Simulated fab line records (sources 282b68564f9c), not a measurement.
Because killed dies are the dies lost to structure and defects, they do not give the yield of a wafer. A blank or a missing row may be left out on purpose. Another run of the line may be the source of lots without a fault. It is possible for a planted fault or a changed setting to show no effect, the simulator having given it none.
Problem report in the 8D (eight disciplines) form, filled by code + flow rit-cmos + the parts of the form that need people (team, actions taken, sign-off) are left out

1. THE PROBLEM
Wafers without a fault read 7, standard deviation 3; killed-at-front-end at RIT_M1_PROBE_99 reads a mean of 33 on 6 wafers belonging to 2 lots. That puts it +8.8 standard deviations away from the usual mean.
Earliest sighting: wafer L420.2 on prober-02 at day 5 18:38. Wafers with a number at this step in the record: 6, from 2 lots. Rule for "out", or "out of limits": more than 4 standard deviations from the usual mean. Any other wafer with a number is counted as sound.

2. WHAT THIS IS AND IS NOT
| question                    | is                               | is not                      |
|-----------------------------|----------------------------------|-----------------------------|
| which readings at this step | killed-at-front-end, killed-dies | killed-short                |
| which lots                  | L420, L422                       | -                           |
| which wafers of those lots  | all that have a number           | -                           |
| read on which tools         | prober-02                        | -                           |
| when                        | from day 5 18:38                 | up to then (0 sound wafers) |

3. SUSPECTS, AND WHAT RULES EACH OUT
Counting: a tool stays on the suspect list if, at a process step up to the reading, it processed all lots that are out and no sound lot following the first of them.
- pvd-sputter-03 at RIT_SILICIDE_SPUTTER_01 (material Ti, target thk 30 nm, time 240 s): kept. It ran every lot that is out, first L420 (day 5 11:14), and no sound lot after that.
- prober-02 at RIT_M1_PROBE_99: kept. It ran every lot that is out, first L420 (day 5 18:38), and no sound lot after that. Out on those wafers are its own readings of killed-at-front-end, killed-dies.
The count leaves prober-02 at RIT_M1_PROBE_99 and pvd-sputter-03 at RIT_SILICIDE_SPUTTER_01.

4. THE CAUSE (what the simulator had put in)
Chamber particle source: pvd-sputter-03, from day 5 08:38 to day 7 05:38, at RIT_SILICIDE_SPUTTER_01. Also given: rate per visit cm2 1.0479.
Of the 2 suspects that counting leaves, this tool is one.

5. THE EFFECT CHAIN, in route order
Each row: a reading whose mean over the struck wafers that have a number lies more than 3 standard deviations from the usual. Only readings for which the record gives a usual standard deviation are gone through. hours: the time from each lot's start at the first step in this table that gives one to its start at this step, as a median over the lots. sigmas: the change in usual standard deviations.
| hours | step            | reading             | usual | on struck wafers | change | sigmas |
|-------|-----------------|---------------------|-------|------------------|--------|--------|
| 0     | RIT_M1_PROBE_99 | killed-at-front-end | 7     | 33               | +26    | +8.8   |
| 0     | RIT_M1_PROBE_99 | killed-dies         | 7     | 34               | +27    | +8.7   |
The process steps in it:
- RIT_M1_PROBE_99

6. WHAT WOULD HAVE CAUGHT IT SOONER
In this record no reading fell out of limits until day 5 18:38, 10 hours after the fault had begun at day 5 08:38.
Of the tool readings at RIT_SILICIDE_SPUTTER_01 for which the record gives a usual standard deviation, none was out on any struck wafer, so an alarm limit of 4 standard deviations on them would not have fired.
L422, from the lots that are out (2), started RIT_SILICIDE_SPUTTER_01 on pvd-sputter-03 later than day 5 18:38. Putting the tool on hold at that point would have spared it.
